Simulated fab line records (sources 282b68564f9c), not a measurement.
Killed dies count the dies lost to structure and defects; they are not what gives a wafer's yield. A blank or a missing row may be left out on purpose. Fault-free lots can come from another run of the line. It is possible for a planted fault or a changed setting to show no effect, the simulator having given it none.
Which of the tools did it? | flow rit-cmos | Sampling: 14 lots, 41 wafers, 2 of 202 route steps

WHAT EACH GAUGE READ, for each wafer
The record holds no reading of a measuring or inspecting step that can be judged against a usual standard deviation.

TOOL THAT RAN EACH LOT (tool first, then ch and the chambers of the sampled wafers, then the start)
lot  | RIT_SILICIDE_RTA_04             | RIT_M1_PROBE_99
L455 | rtp-anneal-01 ch 0, day 3 04:37 | -
L456 | rtp-anneal-02 ch 0, day 3 14:19 | -
L457 | rtp-anneal-01 ch 0, day 3 16:52 | prober-01, day 3 23:31
L458 | rtp-anneal-02 ch 0, day 3 20:27 | -
L459 | rtp-anneal-01 ch 0, day 4 03:46 | -
L460 | rtp-anneal-02 ch 0, day 4 13:08 | -
L461 | rtp-anneal-01 ch 0, day 4 15:19 | -
L462 | rtp-anneal-02 ch 0, day 4 18:18 | prober-02, day 5 00:55
L463 | rtp-anneal-01 ch 0, day 5 01:42 | -
L464 | rtp-anneal-02 ch 0, day 5 05:57 | -
L468 | rtp-anneal-01 ch 0, day 6 09:29 | prober-02, day 6 15:57
L469 | rtp-anneal-01 ch 0, day 6 10:07 | prober-01, day 6 17:24
L472 | rtp-anneal-02 ch 0, day 7 15:48 | -
L476 | rtp-anneal-02 ch 0, day 8 09:29 | -
- RIT_SILICIDE_RTA_04: time 10 s, ramp up 5 s, ramp down 5 s.
- RIT_M1_PROBE_99

AS READ BY THE TOOLS THEMSELVES (means over the sampled wafers that have a number; for cases with no such wafer, the mark the record gives instead)
RIT_SILICIDE_RTA_04. Usual: wafer_temp_C_max at 653.3, with a standard deviation of 0.77.
lot  | tool          | wafer_temp_C_max | flag
L455 | rtp-anneal-01 | 652.3            |
L456 | rtp-anneal-02 | 653.7            |
L457 | rtp-anneal-01 | 652.8            |
L458 | rtp-anneal-02 | 653.6            |
L459 | rtp-anneal-01 | 652.3            |
L460 | rtp-anneal-02 | 654.0            |
L461 | rtp-anneal-01 | 653.0            |
L462 | rtp-anneal-02 | 654.1            |
L463 | rtp-anneal-01 | 652.5            |
L464 | rtp-anneal-02 | 653.2            |
L468 | rtp-anneal-01 | 657.3            | OFF
L469 | rtp-anneal-01 | 656.8            | OFF
L472 | rtp-anneal-02 | 654.1            |
L476 | rtp-anneal-02 | 654.2            |

RIT_M1_PROBE_99. Usual: killed_at_M0_to_M3 0.0, standard deviation 0.14; killed-at-contacts 0.1, standard deviation 0.3; killed-at-front-end 7, standard deviation 3.1; killed-dies 7, standard deviation 3.1; killed-open 3.8, standard deviation 2.3; killed-short 3.2, standard deviation 1.9.
lot  | tool      | killed_at_M0_to_M3 | killed-at-contacts | killed-at-front-end | killed-dies | killed-open | killed-short | flag
L457 | prober-01 | 0.0                | 0.0                | 7                   | 7           | 3.0         | 4.0          |
L462 | prober-02 | 0.0                | 0.0                | 11                  | 11          | 6.0         | 5.0          |
L468 | prober-02 | 0.0                | 0.0                | 12                  | 12          | 10.0        | 1.5          |
L469 | prober-01 | 0.0                | 0.0                | 8                   | 8           | 5.3         | 2.7          |

THE ANSWER, worked out from the rows above alone
Rule: a lot is off if the mean of its wafers that have a number lies more than 3 standard deviations from the usual mean. A lot without any number at a reading at which 4 lots or more have one is off too. All remaining lots with rows at the step are treated as sound. After the gauges, taken in route order, come the tools' own readings; for these a lot's mean is taken, as printed above. The first step at which some lot is off is used, and at that step the reading that is off furthest; a lot without a number counts as furthest.
Off: L468, L469, at RIT_SILICIDE_RTA_04 (wafer_temp_C_max).
If a tool, at that step or one of the process steps before it, ran each lot that is off and ran no sound lot following the first of them, it fits. One fits: rtp-anneal-01 at RIT_SILICIDE_RTA_04. Its last sound lot is L463 (day 5 01:42), its first lot that is off L468 (day 6 09:29): a fault that began between those two fits.
On the lots that are off, the tool's own readings at RIT_SILICIDE_RTA_04 differ by more than 5 times the standard deviation of the sound lots' means, which bears it out; wafer_temp_C_max reads 657.0 there versus 653.3 on the sound lots.

WHAT THE SIMULATOR HAD INSERTED
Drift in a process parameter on rtp-anneal-01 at RIT_SILICIDE_RTA_04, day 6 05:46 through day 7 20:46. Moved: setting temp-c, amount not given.
Shown lots that were struck: L468, L469. The rule given above showed the same thing.
